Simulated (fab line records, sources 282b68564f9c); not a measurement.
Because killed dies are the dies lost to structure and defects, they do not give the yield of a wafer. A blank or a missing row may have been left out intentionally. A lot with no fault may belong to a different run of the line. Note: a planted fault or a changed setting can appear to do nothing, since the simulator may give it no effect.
fab line records    flow ritCmos
[record] lots = 6  wafers = 18  lastDay = 7
route steps=202 shown M1@184
lots untouched by any fault: they come from a run of this same line in which no faults occurred
startH: start of the lot's first displayed wafer, in hours after the record's first day    waitH: time in hours since the lot's previous step    " as in the row above    L1.1+2: a row that stands for several wafers    - no value, or no start was given    * or withheld: withheld    < > ~ a bound
route shown NAME@n: NAME is a module with steps in the file, n the number in the route of the first one    usual: mean and standard deviation over wafers with no fault    same: alike in all rows    chamber/n: place in a boat    sites: readings site by site    _std_site: their standard deviation    _edge_site: outer sites' mean less inner sites'    radiusMm: how far each site lies from the wafer's centre    mask NAME#n: copy n    behind: tool/chamber where the wafer was last shaped    hold: what put the lot on hold/how long, in hours/how the hold closed    device: whichever transistor did not switch (one of n, p or np)    end of line: tests run on the same wafers once the route is complete    a step given without rows: its recipe and nothing more    killed: dies that structure and defects cost at the first sort, which is not the same as the wafer's yield    map: a wafer's dies, marking killed ones x, the rest . and places with no die _
set.NAME: the setting as run; set.NAME@STEP: as run at that earlier step    model.NAME: the simulator's own value behind a step, which no gauge read
lots at some steps of the route; a table a step, a row a wafer
services: when a tool's chamber went out of use (startH, in hours from the record's first day, below 0 if earlier), for how many hours, and the reason
[[steps]]
[step RIT_M1_SPUTTER_00]
[recipe] material = Al  targetThkNm = 400  powerW = 2055  chamberPressurePa = 0.4  gas = Ar  timeS = 500  substrateTempC = 25
[usual] chamberPressurePa = 0.4000/0.00085  throttleValvePct = 29.9/0.52
lot.wafer  tool           chamber  startH  waitH  chamberPressurePa  throttleValvePct
L953.3     pvdSputter-02  -        57.87   0.0    0.3998             30.5
L953.5     "              -        "       "      0.3996             30.0
L953.6     "              -        "       "      0.4024             29.9
L955.2     pvdSputter-02  -        69.55   0.0    0.3993             30.5
L955.5     "              -        "       "      0.3997             28.7
L955.6     "              -        "       "      0.4008             29.9
L963.1     pvdSputter-04  -        114.99  0.0    0.4005             29.8
L963.2     "              -        "       "      0.3994             30.3
L963.3     "              -        "       "      0.3998             29.2
L965.2     pvdSputter-04  -        119.43  0.0    0.3991             30.2
L965.3     "              -        "       "      0.4012             29.7
L965.4     "              -        "       "      0.3993             28.7
L969.3     pvdSputter-04  -        140.75  0.0    0.3992             29.6
L969.4     "              -        "       "      0.4007             28.6
L969.6     "              -        "       "      0.4006             28.7
L972.3     pvdSputter-03  -        153.35  0.0    0.4006             29.8
L972.4     "              -        "       "      0.3991             30.3
L972.5     "              -        "       "      0.4005             30.2
[step RIT_M1_RS_MEAS_01]
[recipe] thkMeasGauge = four-point-probe  reads = Al_of_M1_SPUTTER_00
[usual] M1_AL_RS = 0.0712/0.00075
lot.wafer  tool          chamber  startH  waitH  M1_AL_RS[ohm/sq]
L953.3     filmMetro-04  -        58.20   0.2    0.0712
L953.5     "             -        "       "      0.0712
L953.6     "             -        "       "      0.0713
L955.2     filmMetro-04  -        69.87   0.2    0.0712
L955.5     "             -        "       "      0.0716
L955.6     "             -        "       "      0.0709
L963.1     filmMetro-01  -        115.29  0.1    0.0719
L963.2     "             -        "       "      0.0718
L963.3     "             -        "       "      0.0720
L965.2     filmMetro-04  -        119.74  0.2    0.0722
L965.3     "             -        "       "      0.0722
L965.4     "             -        "       "      0.0715
L969.3     filmMetro-02  -        141.09  0.2    0.0696
L969.4     "             -        "       "      0.0702
L969.6     "             -        "       "      0.0696
L972.3     filmMetro-01  -        153.69  0.2    0.0712
L972.4     "             -        "       "      0.0709
L972.5     "             -        "       "      0.0714
[step RIT_M1_THK_MEAS_02]
[recipe] thkMeasGauge = xrf  reads = Al_of_M1_SPUTTER_00
[usual] M1_AL_THK = 416/4.2
lot.wafer  tool          chamber  startH  waitH  M1_AL_THK[nm]
L953.3     filmMetro-04  -        58.30   0.1    417
L953.5     "             -        "       "      417
L953.6     "             -        "       "      415
L955.2     filmMetro-04  -        69.98   0.1    417
L955.5     "             -        "       "      412
L955.6     "             -        "       "      418
L963.1     filmMetro-01  -        115.41  0.1    414
L963.2     "             -        "       "      416
L963.3     "             -        "       "      416
L965.2     filmMetro-04  -        119.85  0.1    410
L965.3     "             -        "       "      412
L965.4     "             -        "       "      416
L969.3     filmMetro-02  -        141.19  0.1    424
L969.4     "             -        "       "      423
L969.6     "             -        "       "      423
L972.3     filmMetro-01  -        153.79  0.1    416
L972.4     "             -        "       "      421
L972.5     "             -        "       "      417
[step RIT_M1_HMDS_03]
[recipe] primeTimeS = 60  primeTempC = 140
[step RIT_M1_COAT_04]
[recipe] resist = NOVOLAK  spinRpm = 2000  resistThkNm = 1300
[step RIT_M1_SOFTBAKE_05]
[recipe] resist = NOVOLAK  tempC = 90  timeS = 60
[step RIT_M1_EXPOSE_06]
[recipe] maskId = M12  na = 0.6  sourceShape = conventional  sigmaOuter = 0.5  targetCdNm = 2600  doseMj = 250
[step RIT_M1_PEB_07]
[recipe] resist = NOVOLAK  tempC = withheld  timeS = withheld
[step RIT_M1_DEVELOP_08]
[recipe] resist = NOVOLAK  developTimeS = 68  devTempC = 23.83
[step RIT_M1_CD_MEAS_09]
[recipe] targetCdNm = 2600
[usual] cdNm = 2600.6/1.9
lot.wafer  tool      chamber  startH  waitH  cdNm
L953.3     cdSem-02  -        59.26   -      2599.4
L953.5     "         -        "       "      2602.2
L953.6     "         -        "       "      2602.1
L955.2     cdSem-01  -        70.93   -      2601.6
L955.5     "         -        "       "      2601.8
L955.6     "         -        "       "      2600.8
L963.1     cdSem-02  -        116.47  -      2598.6
L963.2     "         -        "       "      2602.0
L963.3     "         -        "       "      2598.9
L965.2     cdSem-02  -        121.09  -      2599.5
L965.3     "         -        "       "      2600.4
L965.4     "         -        "       "      2597.9
L969.3     cdSem-02  -        142.15  -      2602.6
L969.4     "         -        "       "      2603.3
L969.6     "         -        "       "      2600.5
L972.3     cdSem-02  -        154.87  -      2603.5
L972.4     "         -        "       "      2603.7
L972.5     "         -        "       "      2603.3
[step RIT_M1_OVL_MEAS_10]
[usual] M1_OVL = -0.4/1.6
lot.wafer  tool        chamber  startH  waitH  M1_OVL[nm]
L953.3     overlay-01  -        59.35   0.1    -1.8
L953.5     "           -        "       "      -3.1
L953.6     "           -        "       "      -2.1
L955.2     overlay-02  -        71.03   0.1    -1.1
L955.5     "           -        "       "      1.5
L955.6     "           -        "       "      2.1
L963.1     overlay-01  -        116.59  0.1    -1.8
L963.2     "           -        "       "      -1.9
L963.3     "           -        "       "      1.8
L965.2     overlay-01  -        121.20  0.1    -0.4
L965.3     "           -        "       "      -0.6
L965.4     "           -        "       "      -0.7
L969.3     overlay-01  -        142.24  0.1    -2.4
L969.4     "           -        "       "      -2.6
L969.6     "           -        "       "      -1.6
L972.3     overlay-02  -        154.96  0.1    -0.8
L972.4     "           -        "       "      -1.2
L972.5     "           -        "       "      -3.1
[step RIT_M1_HARDBAKE_11]
[recipe] resist = NOVOLAK  tempC = 140  timeS = 120
[step RIT_M1_METAL_ETCH_12]
[recipe] stopOn = SiO2  chemistry = Cl2/BCl3  target = Al  timeS = 165  overEtchFrac = 0.5  pressureMtorr = 100  targetDepthA = 6000  rfW = 250  Cl2_flow_sccm = 60  bcl3FlowSccm = 50
[usual] drypumpMotorCurrentA = 5.5/0.3  oesProductAu = 0.792/0.011  throttleValvePct = 8.29/0.058
lot.wafer  tool         chamber  startH  waitH  drypumpMotorCurrentA  oesProductAu  rfHoursCounterH  throttleValvePct
L953.3     rieMetal-04  0        59.68   0.2    5.7                   0.798         -                8.38
L953.5     "            0        "       "      5.7                   0.790         -                8.40
L953.6     "            1        "       "      5.5                   0.806         -                8.24
L955.2     rieMetal-01  1        71.37   0.2    5.8                   0.792         -                8.24
L955.5     "            1        "       "      5.9                   0.784         -                8.22
L955.6     "            1        "       "      5.9                   0.789         -                8.24
L963.1     rieMetal-02  0        117.14  0.2    5.6                   0.791         39               8.35
L963.2     "            1        "       "      5.7                   0.786         34               8.32
L963.3     "            1        "       "      5.7                   0.785         -                8.31
L965.2     rieMetal-04  1        121.48  0.2    5.5                   0.805         1                8.24
L965.3     "            0        "       "      5.6                   0.790         -                8.38
L965.4     "            1        "       "      5.5                   0.801         -                8.23
L969.3     rieMetal-04  0        142.57  0.2    5.7                   0.810         -                8.40
L969.4     "            1        "       "      5.5                   0.812         -                8.23
L969.6     "            1        "       "      5.5                   0.824         -                8.24
L972.3     rieMetal-01  0        155.29  0.2    5.0                   0.783         -                8.27
L972.4     "            1        "       "      5.8                   0.780         -                8.24
L972.5     "            0        "       "      5.0                   0.784         -                8.28
[step RIT_M1_STRIP_13]
[recipe] chemistry = nmp  resist = NOVOLAK  tempC = 80  timeS = 600  dry = n2Spin
[step RIT_M1_STRIP_14]
[recipe] chemistry = O2  timeS = 180  platenTempC = withheld  powerW = 500  pressureMtorr = 4000  o2FlowSccm = 4000
[usual] drypumpMotorCurrentA = 5.6/0.56
lot.wafer  tool            chamber  startH  waitH  drypumpMotorCurrentA  rfHoursCounterH
L953.3     plasmaAsher-04  0        60.02   0.1    6.2                   -
L953.5     "               1        "       "      5.0                   -
L953.6     "               0        "       "      6.2                   -
L955.2     plasmaAsher-03  1        71.81   0.0    4.9                   44
L955.5     "               0        "       "      5.7                   -
L955.6     "               1        "       "      4.9                   -
L963.1     plasmaAsher-02  0        117.48  0.0    6.0                   32
L963.2     "               1        "       "      6.5                   32
L963.3     "               0        "       "      5.9                   -
L965.2     plasmaAsher-02  0        121.81  0.0    6.0                   33
L965.3     "               0        "       "      6.0                   -
L965.4     "               1        "       "      6.5                   -
L969.3     plasmaAsher-04  0        142.91  0.1    6.2                   -
L969.4     "               1        "       "      5.0                   -
L969.6     "               1        "       "      5.0                   -
L972.3     plasmaAsher-03  1        155.63  0.1    4.9                   -
L972.4     "               0        "       "      5.7                   -
L972.5     "               1        "       "      4.9                   -
[step RIT_M1_CD_MEAS_90]
[recipe] targetCdNm = 2600
[usual] cdNm = 2600.5/2.3
lot.wafer  tool      chamber  startH  waitH  cdNm
L953.3     cdSem-01  -        60.18   0.1    2601.6
L953.5     "         -        "       "      2600.3
L953.6     "         -        "       "      2604.0
L955.2     cdSem-01  -        72.01   0.1    2601.8
L955.5     "         -        "       "      2601.6
L955.6     "         -        "       "      2602.1
L963.1     cdSem-01  -        117.66  0.1    2599.2
L963.2     "         -        "       "      2601.2
L963.3     "         -        "       "      2599.0
L965.2     cdSem-02  -        122.01  0.1    2598.5
L965.3     "         -        "       "      2599.9
L965.4     "         -        "       "      2597.5
L969.3     cdSem-02  -        143.06  0.1    2602.2
L969.4     "         -        "       "      2602.6
L969.6     "         -        "       "      2601.3
L972.3     cdSem-02  -        155.79  0.1    2601.4
L972.4     "         -        "       "      2604.6
L972.5     "         -        "       "      2603.5
[step RIT_M1_ANNEAL_15]
[recipe] tempC = 450  timeS = 1800  ambient = forming_gas_H2N2
[step RIT_M1_BOW_MEAS_16]
[recipe] mode = bow
[usual] M1_BOW = 17/6.9
lot.wafer  tool          chamber  startH  waitH  M1_BOW[um]
L953.3     filmMetro-01  -        62.46   0.0    19
L953.5     "             -        "       "      8
L953.6     "             -        "       "      14
L955.2     filmMetro-04  -        73.63   0.0    11
L955.5     "             -        "       "      17
L955.6     "             -        "       "      22
L963.1     filmMetro-04  -        119.28  0.0    17
L963.2     "             -        "       "      25
L963.3     "             -        "       "      26
L965.2     filmMetro-01  -        123.63  0.0    23
L965.3     "             -        "       "      17
L965.4     "             -        "       "      20
L969.3     filmMetro-01  -        144.71  0.0    9
L969.4     "             -        "       "      19
L969.6     "             -        "       "      20
L972.3     filmMetro-04  -        157.52  0.0    28
L972.4     "             -        "       "      13
L972.5     "             -        "       "      18
[step RIT_M1_PROBE_99]
[usual] defectLimitedYield = 97.4/1.1  killed_at_M0_to_M3 = 0/0  killedAtContacts = 0.1/0.27  killedAtFrontEnd = 7/3  killedDies = 7.0/3  killedOnRim = 1.8/1.4  killedOpen = 3.5/2.1  killedShort = 3.4/1.9  sort_bin_3_pad_short = 0.1/0.19  sort_bin_5_function = 1.4/0.77  sort_bin_6_memory = 1.1/0.72  sortNPass = 257.0/3  sortYieldPct = 97.4/1.1
[same] grossDies = 264  killed_at_M4_up = 0  killedAtBackSide = 0  killedAtOther = 0
lot.wafer  tool       chamber  startH  waitH  hold                     defectLimitedYield[%]  killed_at_M0_to_M3  killedAtContacts  killedAtFrontEnd  killedDies  killedOnRim  killedOpen  killedShort  sort_bin_3_pad_short[%]  sort_bin_5_function[%]  sort_bin_6_memory[%]  sortNPass  sortYieldPct[%]  model.etest.tester.sortNPass  model.etest.tester.sortYieldPct  model.etest.tester.sort_bin_5_pct
L953.3     prober-01  -        62.64   0.2    -                        95.8                   0                   0                 11                11          5            8           3            0.4                      1.9                     1.9                   253.0      95.8             253                           95.83                            1.894
L953.5     prober-01  -        62.74   0.2    -                        96.2                   0                   0                 10                10          2            4           6            0.4                      1.1                     2.3                   254.0      96.2             254                           96.21                            1.136
L953.6     prober-01  -        62.79   0.2    -                        98.1                   0                   0                 5                 5           1            1           4            0                        0.8                     1.1                   259.0      98.1             259                           98.11                            0.7576
L955.2     prober-02  -        73.78   0.1    -                        95.8                   0                   0                 11                11          3            4           7            0.8                      1.5                     1.9                   253.0      95.8             253                           95.83                            1.515
L955.5     prober-02  -        73.93   0.2    -                        98.1                   0                   1                 4                 5           1            2           3            0                        1.1                     0.8                   259.0      98.1             259                           98.11                            1.136
L955.6     prober-02  -        73.98   0.2    -                        97.3                   0                   0                 7                 7           1            3           4            0                        1.1                     1.5                   257.0      97.3             257                           97.35                            1.136
L963.1     prober-02  -        119.40  0.1    -                        98.5                   0                   0                 4                 4           2            3           1            0                        0.8                     0.8                   260.0      98.5             260                           98.48                            0.7576
L963.2     prober-02  -        119.45  0.1    -                        98.9                   0                   0                 3                 3           1            2           1            0                        0.4                     0.8                   261.0      98.9             261                           98.86                            0.3788
L963.3     prober-02  -        119.50  0.2    -                        97.0                   0                   0                 8                 8           3            4           4            0.4                      1.9                     0.8                   256.0      97.0             256                           96.97                            1.894
L965.2     prober-02  -        123.78  0.1    awaitDispo/4.4h/release  90.5                   18                  0                 7                 25          12           6           1            2.3                      4.2                     3.0                   239.0      90.5             239                           90.53                            4.167
L965.3     prober-02  -        123.83  0.2    awaitDispo/4.4h/release  87.9                   25                  0                 7                 32          4            3           4            1.5                      8.7                     1.9                   232.0      87.9             232                           87.88                            8.712
L965.4     prober-02  -        123.88  0.2    awaitDispo/4.4h/release  91.7                   16                  0                 6                 22          10           5           1            1.9                      5.3                     1.1                   242.0      91.7             242                           91.67                            5.303
L969.3     prober-02  -        144.89  0.2    awaitDispo/1.7h/release  84.1                   31                  0                 11                42          8            6           5            3.0                      9.8                     3.0                   222.0      84.1             222                           84.09                            9.848
L969.4     prober-02  -        144.94  0.2    awaitDispo/1.7h/release  92.0                   16                  0                 5                 21          10           2           3            1.5                      4.9                     1.5                   243.0      92.0             243                           92.05                            4.924
L969.6     prober-02  -        145.04  0.2    awaitDispo/1.7h/release  91.3                   14                  0                 9                 23          10           4           5            1.9                      4.9                     1.9                   241.0      91.3             241                           91.29                            4.924
L972.3     prober-01  -        157.70  0.2    -                        97.0                   0                   0                 8                 8           3            5           3            0                        1.5                     1.5                   256.0      97.0             256                           96.97                            1.515
L972.4     prober-01  -        157.75  0.2    -                        97.3                   0                   0                 7                 7           2            5           2            0.4                      0.8                     1.5                   257.0      97.3             257                           97.35                            0.7576
L972.5     prober-01  -        157.80  0.2    -                        98.9                   0                   0                 3                 3           2            2           1            0                        0.8                     0.4                   261.0      98.9             261                           98.86                            0.7576
// killed by level:class
L953.3 GATE:geometricParticle:open=4 SILICIDE:geometricParticle:open=3 REOX:geometricParticle:short=2 FOX1:geometricParticle:open=1 GATE:geometricParticle:short=1
L953.5 REOX:geometricParticle:short=2 SPACER:geometricParticle:open=2 SILICIDE:geometricParticle:open=2 FOX2:geometricParticle:short=1 GATE:geometricParticle:short=1 SPACER:geometricParticle:short=1 SILICIDE:geometricParticle:short=1
L953.6 FOX2:geometricParticle:short=2 GATE:geometricParticle:short=2 SPACER:geometricParticle:open=1
L955.2 GATE:geometricParticle:short=4 REOX:geometricParticle:short=2 FOX1:geometricParticle:short=1 FOX1:geometricParticle:open=1 FOX2:geometricParticle:open=1 GATE:geometricParticle:open=1 SILICIDE:geometricParticle:open=1
L955.5 FOX1:geometricParticle:short=2 GATE:geometricParticle:open=1 SPACER:geometricParticle:short=1 CONTACT:geometricParticle:open=1
L955.6 SPACER:geometricParticle:short=2 FOX2:geometricParticle:short=1 GATE:geometricParticle:short=1 GATE:geometricParticle:open=1 SPACER:geometricParticle:open=1 SILICIDE:geometricParticle:open=1
L963.1 SILICIDE:geometricParticle:open=2 GATE:geometricParticle:open=1 SPACER:geometricParticle:short=1
L963.2 FOX1:geometricParticle:open=1 GATE:geometricParticle:open=1 GATE:geometricParticle:short=1
L963.3 GATE:geometricParticle:open=3 FOX2:geometricParticle:short=2 SPACER:geometricParticle:short=2 FOX2:geometricParticle:open=1
L965.2 M1:unspecified=18 GATE:geometricParticle:open=2 FOX2:geometricParticle:open=1 GATE:geometricParticle:short=1 REOX:geometricParticle:open=1 SPACER:geometricParticle:open=1 SILICIDE:geometricParticle:open=1
L965.3 M1:unspecified=25 SILICIDE:geometricParticle:short=2 FOX1:geometricParticle:short=1 REOX:geometricParticle:open=1 SPACER:geometricParticle:open=1 SPACER:geometricParticle:short=1 SILICIDE:geometricParticle:open=1
L965.4 M1:unspecified=16 FOX1:geometricParticle:open=1 FOX2:geometricParticle:open=1 GATE:geometricParticle:open=1 SPACER:geometricParticle:open=1 SPACER:geometricParticle:short=1 SILICIDE:geometricParticle:open=1
L969.3 M1:unspecified=31 GATE:geometricParticle:open=4 GATE:geometricParticle:short=2 FOX1:geometricParticle:short=1 FOX2:geometricParticle:short=1 REOX:geometricParticle:open=1 REOX:geometricParticle:short=1 SILICIDE:geometricParticle:open=1
L969.4 M1:unspecified=16 GATE:geometricParticle:short=2 FOX1:geometricParticle:open=1 FOX2:geometricParticle:short=1 FOX2:geometricParticle:open=1
L969.6 M1:unspecified=14 GATE:geometricParticle:open=3 FOX1:geometricParticle:short=2 GATE:geometricParticle:short=2 FOX1:geometricParticle:open=1 REOX:geometricParticle:short=1
L972.3 GATE:geometricParticle:short=2 GATE:geometricParticle:open=2 FOX1:geometricParticle:open=1 SPACER:geometricParticle:short=1 SPACER:geometricParticle:open=1 SILICIDE:geometricParticle:open=1
L972.4 GATE:geometricParticle:open=3 FOX2:geometricParticle:open=1 GATE:geometricParticle:short=1 SPACER:geometricParticle:short=1 SILICIDE:geometricParticle:open=1
L972.5 GATE:geometricParticle:open=1 GATE:geometricParticle:short=1 SILICIDE:geometricParticle:open=1
// map L965.3 (x killed, . not)
________......._______
_____.............____
____...............___
___.................__
__...........x...x..._
__...............x..._
_...x..x..............
_.....................
_.......x.............
_..............x......
__......x.x.........._
__.....xxxxx........._
___....xxxxxx.......__
____...xxxxx.......___
_____..xxxxx......____
________.xx...._______
// map L969.3 (x killed, . not)
________......._______
_____.............____
____x..............___
___.........x.......__
__.x..x.............._
__.x.x..............x_
_.....................
_.....................
_.....x...............
_..x.....x............
__........xx........._
__....xxxxxx..x......_
___....xxxxxx.......__
____..xxxxxxxx..x..___
_____...xxx.x.....____
________xxxx..._______
[[services]]
tool            chamber  startH  hours  kind
rieMetal-01     -        42.96   0.2    repair
rieMetal-01     0        61.42   26.3   repair
plasmaAsher-03  -        63.43   0.4    repair
rieMetal-01     1        105.66  11.3   repair
pvdSputter-04   -        111.11  2.1    repair
rieMetal-02     -        136.12  20.0   pm
rieMetal-02     0        136.12  20.0   ventCycle
rieMetal-02     1        136.12  20.0   ventCycle
rieMetal-04     -        136.19  4.0    pm
pvdSputter-02   -        143.79  8.6    repair
pvdSputter-02   -        148.80  4.6    repair
[[key]]
[firstSign] step = RIT_M1_PROBE_99  reading = killed_at_M0_to_M3  direction = up  sigmas = 20  usual = 0  struck = 20
[effect] step = RIT_M1_PROBE_99  reading = defectLimitedYield  direction = down  sigmas = 6.9  usual = 97.4  struck = 89.6
[modelEffect] step = RIT_M1_PROBE_99  value = etest.tester.sortNPass  without = 255.8  struck = 236.5
metAt RIT_M1_METAL_ETCH_12
struckWafers L965.2,L965.3,L965.4,L969.3,L969.4,L969.6
onsetBetween 59.68 121.48
alsoFits RIT_M1_SPUTTER_00:pvdSputter-04
[fault] kind = chamberParticleSource  tool = rieMetal-04  chamber = -  onsetH = 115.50  steps = RIT_M1_METAL_ETCH_12  ratePerVisitCm2 = 0.70069  endH = 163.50
